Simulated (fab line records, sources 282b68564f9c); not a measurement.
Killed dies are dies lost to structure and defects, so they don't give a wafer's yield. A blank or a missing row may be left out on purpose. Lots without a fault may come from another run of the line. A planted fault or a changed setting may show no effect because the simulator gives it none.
Which tool did it? | flow rit_cmos | 14 lots, 42 wafers sampled, at 2 steps of a route of 202

WHAT THE GAUGES READ, wafer by wafer
The record holds no reading of a measuring or inspecting step that can be judged against a usual standard deviation.

WHICH TOOL RAN EACH LOT (tool, then ch and the chambers of the sampled wafers, then the start)
lot  | RIT_PWELL_STRIP_09                  | RIT_M1_PROBE_99
L438 | plasma_asher-04 ch 0,1, day 1 23:19 | -
L439 | plasma_asher-01 ch 1, day 2 06:25   | -
L440 | plasma_asher-01 ch 0,1, day 2 10:26 | -
L441 | plasma_asher-04 ch 0,1, day 2 15:44 | -
L442 | plasma_asher-01 ch 0,1, day 3 00:58 | -
L443 | plasma_asher-03 ch 0,1, day 3 04:20 | -
L444 | plasma_asher-01 ch 0,1, day 3 09:04 | -
L445 | plasma_asher-03 ch 0,1, day 3 12:43 | -
L446 | plasma_asher-03 ch 0,1, day 3 17:05 | -
L447 | plasma_asher-01 ch 0,1, day 3 22:28 | prober-01, day 5 12:09
L452 | plasma_asher-01 ch 0,1, day 5 01:17 | prober-01, day 6 13:51
L455 | plasma_asher-04 ch 0,1, day 5 13:11 | -
L456 | plasma_asher-04 ch 0,1, day 5 19:06 | -
L461 | plasma_asher-04 ch 0,1, day 6 20:26 | -
- RIT_PWELL_STRIP_09: strips in O2, time 180 s.
- RIT_M1_PROBE_99

WHAT THE TOOLS THEMSELVES READ (means of the sampled wafers that have a number; where no wafer has one, the mark that the record gives instead)
RIT_PWELL_STRIP_09.
lot  | tool            | drypump_motor_current_A (A)
L438 | plasma_asher-04 | 5.9
L439 | plasma_asher-01 | 5.9
L440 | plasma_asher-01 | 5.1
L441 | plasma_asher-04 | 5.9
L442 | plasma_asher-01 | 5.2
L443 | plasma_asher-03 | 5.2
L444 | plasma_asher-01 | 5.5
L445 | plasma_asher-03 | 5.3
L446 | plasma_asher-03 | 5.3
L447 | plasma_asher-01 | 5.2
L452 | plasma_asher-01 | 5.5
L455 | plasma_asher-04 | 5.8
L456 | plasma_asher-04 | 5.8
L461 | plasma_asher-04 | 5.8

RIT_M1_PROBE_99.
lot  | tool      | killed_at_contacts | killed_at_front_end | killed_dies | killed_open | killed_short
L447 | prober-01 | 0.0                | 23.7                | 23.7        | 3.3         | 1.3
L452 | prober-01 | 0.0                | 17.3                | 17.3        | 3.7         | 5.0

THE ANSWER, worked out from the rows above alone
Rule: what is usual is taken from the lots themselves. Put in order of their means at a reading, lots are off if they are a third of the lots or fewer, leave a main group of 4 or more, and stand apart from it by a gap of 3 or more times the standard deviation of the main group's means; of several such gaps the widest counts. A main group whose means are all the same, to the digits that the tables above print for the reading, isn't used. A lot without any number at a reading at which 4 lots or more have one is off too. The other lots that the step has rows for count as sound. The gauges are gone through in route order, then the tools' own readings, and for those a lot's mean is taken as printed above. The first step at which some lot is off is used, and at that step the reading that is off furthest; a lot without a number counts as furthest.
No lot is off at any reading shown: from this, nothing can be told.

WHAT THE SIMULATOR HAD PUT IN
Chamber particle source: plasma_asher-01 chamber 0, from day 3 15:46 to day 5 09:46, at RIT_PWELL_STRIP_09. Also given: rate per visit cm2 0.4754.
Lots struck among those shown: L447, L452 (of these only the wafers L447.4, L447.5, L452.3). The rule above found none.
